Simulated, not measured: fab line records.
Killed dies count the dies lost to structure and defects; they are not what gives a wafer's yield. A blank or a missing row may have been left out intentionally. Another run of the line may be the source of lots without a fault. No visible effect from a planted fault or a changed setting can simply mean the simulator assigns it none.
Struck lot and sound lot, side by side | flow rit cmos | 17 steps out of a route of 202
Sound: these wafers, L650.1, L650.5, L650.6. The struck wafers were L652.2, L652.4, L652.5. Last of all comes the cause.
Per side, at each step with rows, come the tool, then ch with its chambers, and then its first start. Under that, the readings that differ: sound wafers | struck wafers | difference of the means | sigmas: that difference in standard deviations of wafers without a fault.
alike: a reading whose means differ by less than 2 such deviations, as well as words and numbers matching on both sides. not compared: withheld readings; readings where some wafer has no value; bounds like >300 that might hide an equal value; numbers whose values overlap and for which the record gives no deviation.
The two part at a step that has a row with sigmas, a row that says differs or no value, or rows on one side only. When numbers do not overlap yet have no deviation, they are printed without sigmas and do not part them. A reading that every wafer of one side lacks parts them only if that side has two wafers or more.

RIT_PWELL_TW_MEAS_10:
  sound on film metro-01 at day 2 23:50; struck on film metro-02 at day 3 10:01
  alike: PWELL_TW
then, 1 step without rows for these wafers: RIT_WELLDRIVE_ANNEAL_00 (time 14700 s).
RIT_WELLDRIVE_RS_MEAS_01: a four-point-probe measurement.
  sound on film metro-01 at day 3 04:59; struck on film metro-01 at day 3 15:10
  alike: NWELL_RS
RIT_WELLDRIVE_RS_MEAS_02: a four-point-probe measurement.
  sound on film metro-01 at day 3 05:06; struck on film metro-01 at day 3 15:17
  alike: PWELL_RS
then, 6 steps without rows for these wafers: RIT_NRETRO_HMDS_00 (prime time 60 s); RIT_NRETRO_COAT_01 (resist thk 1300 nm); RIT_NRETRO_SOFTBAKE_02 (time 60 s); RIT_NRETRO_EXPOSE_03 (exposes mask M4, target cd 43900 nm); RIT_NRETRO_PEB_04; RIT_NRETRO_DEVELOP_05 (develop time 68 s).
RIT_NRETRO_OVL_MEAS_06:
  sound on overlay-01 at day 3 06:06; struck on overlay-02 at day 3 16:17
  alike: NRETRO_OVL
then, 1 step without rows for these wafers: RIT_NRETRO_HARDBAKE_07 (time 120 s).
RIT_NRETRO_IMPLANT_08:
  sound on implanter-02 ch 0, day 3 06:23; struck on implanter-03 ch 0, day 3 16:54
RIT_NRETRO_STRIP_09: strips in O2, time 180 s.
  sound on plasma asher-04 ch 0,1, day 3 06:32; struck on plasma asher-03 ch 0,1, day 3 17:01
  alike: chamber pressure mTorr, drypump motor current A
  not compared: rf hours counter h
RIT_NRETRO_TW_MEAS_10:
  sound on film metro-04 at day 3 06:43; struck on film metro-02 at day 3 17:26
  reading   | sound          | struck         | difference | sigmas
  NRETRO_TW | 1033 1032 1035 | 1297 1294 1291 | +261       | +41
then, 1 step without rows for these wafers: RIT_PRETRO_HMDS_00 (prime time 60 s).
RIT_M1_PROBE_99:
  sound on prober-02 at day 4 09:09; struck on prober-02 at day 5 03:19
  alike: killed at contacts, killed at front end, killed dies, killed open, killed short

WHERE THEY PART
Within this record, at RIT_NRETRO_TW_MEAS_10 only. Later steps at which nothing parts them and some readings are alike: RIT_M1_PROBE_99.

WHY: what the simulator had put in
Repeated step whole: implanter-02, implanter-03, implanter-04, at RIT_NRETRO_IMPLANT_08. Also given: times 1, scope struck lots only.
